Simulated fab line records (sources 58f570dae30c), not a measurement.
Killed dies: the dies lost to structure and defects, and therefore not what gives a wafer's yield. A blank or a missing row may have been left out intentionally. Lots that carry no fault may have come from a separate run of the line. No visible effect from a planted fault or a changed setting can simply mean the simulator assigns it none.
Lot-split experiment	flow berkeleyCmos170	23 wafers read from 5 lots, route of 331 steps

ABOUT THE SPLIT
At UCB170_SPACER_CVD_00 (deposits SiO2 from TEOS/O2, target thk 376 nm, time 47 s), the setting timeS was moved away from the recipe's 47 s on 7 of the 23 wafers read, by -9.0% to +9.6%. The other wafers ran this setting at the recipe's value.

FROM THE SPLIT TO THE READING: what the file shows between them, 2 steps
- UCB170_SPACER_THK_MEAS_01
- UCB170_SPACER_ANNEAL_02: time 1800 s

THE READING
oesProductAu, in a.u., at UCB170_SPACER_ETCHBACK_03 (etches SiO2 in CHF3/CF4/Ar, stops on Si, target depth 376 nm, time 100 s). Fault-free wafers of this fab line usually give 0.898 a.u., standard deviation 0.016 a.u.

wafer	tool, chamber at the split	timeS as run, s	against the recipe	oesProductAu, a.u.	against lot-mates on the recipe
L075.1	pecvd-03, 0	51.5	+9.6%	0.957	+0.055
L075.2	pecvd-03, 1	47	recipe	0.882	-
L075.3	pecvd-03, 2	51.5	+9.6%	0.961	+0.059
L075.4	pecvd-03, 2	47	recipe	0.926	-
L075.6	pecvd-03, 0	47	recipe	0.899	-
L076.2	pecvd-01, 0	47	recipe	0.905	-
L076.3	pecvd-01, 2	47	recipe	0.915	-
L076.4	pecvd-01, 2	42.78	-9.0%	0.843	-0.063
L076.5	pecvd-01, 0	47	recipe	0.899	-
L076.6	pecvd-01, 1	42.78	-9.0%	0.849	-0.057
L078.2	pecvd-03, 0	49.15	+4.6%	0.895	+0.004
L078.3	pecvd-03, 2	47	recipe	0.889	-
L078.4	pecvd-03, 1	49.15	+4.6%	0.933	+0.042
L078.5	pecvd-03, 2	47	recipe	0.892	-
L078.6	pecvd-03, 0	49.15	+4.6%	0.913	+0.022
L081.1	pecvd-01, 1	47	recipe	0.876	-
L081.3	pecvd-01, 2	47	recipe	0.891	-
L081.4	pecvd-01, 0	47	recipe	0.902	-
L084.1	pecvd-03, 0	47	recipe	0.886	-
L084.2	pecvd-03, 2	47	recipe	0.906	-
L084.3	pecvd-03, 1	47	recipe	0.894	-
L084.5	pecvd-03, 1	47	recipe	0.903	-
L084.6	pecvd-03, 0	47	recipe	0.902	-

THE FIT
A straight line over all 23 wafers: oesProductAu changes by +0.00572 a.u. for each +1% of timeS; r = +0.89; the points scatter about the line by 0.013 a.u.
The same after taking each lot's own level away (the mean of its wafers on the recipe; 23 wafers): +0.00615 a.u. for each +1%; r = +0.92; scatter 0.011 a.u.
According to that fit, moving timeS by its largest amount changes the reading by 0.059 a.u.
Across the lots, their own levels run from 0.8897 to 0.9063 a.u., a range of 1.0 times the standard deviation given above.
The two slopes are in agreement: the lot-to-lot level therefore moves the slope only a little.
Check: for one of the wafers moved furthest among these (+9.6%), held out of the fit, the line's prediction against its lot-mates is +0.0586 a.u. Against them it came out at +0.0547 a.u.

THE WHOLE CHAIN: every reading that the file lists as answering this split, in the file's order
step	what it does	reading	change (the file's fit)	r (the file's)
UCB170_SPACER_CVD_00	deposits SiO2 from TEOS/O2, target thk 376 nm, time 47 s	SiO2_of_SPACER_CVD_00.thkNm (the simulator's own value, which no gauge read)	+3.66 nm for each +1% of the setting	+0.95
UCB170_SPACER_THK_MEAS_01		SPACER_TEOS_THK	+3.66 for each +1% of the setting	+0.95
UCB170_SPACER_ETCHBACK_03	etches SiO2 in CHF3/CF4/Ar, stops on Si, target depth 376 nm, time 100 s	oesProductAu	+0.00617 a.u. for each +1% of the setting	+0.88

FILE'S OWN FIT
oesProductAu changes by +0.00617 a.u. for each +1% of timeS, r = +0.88.
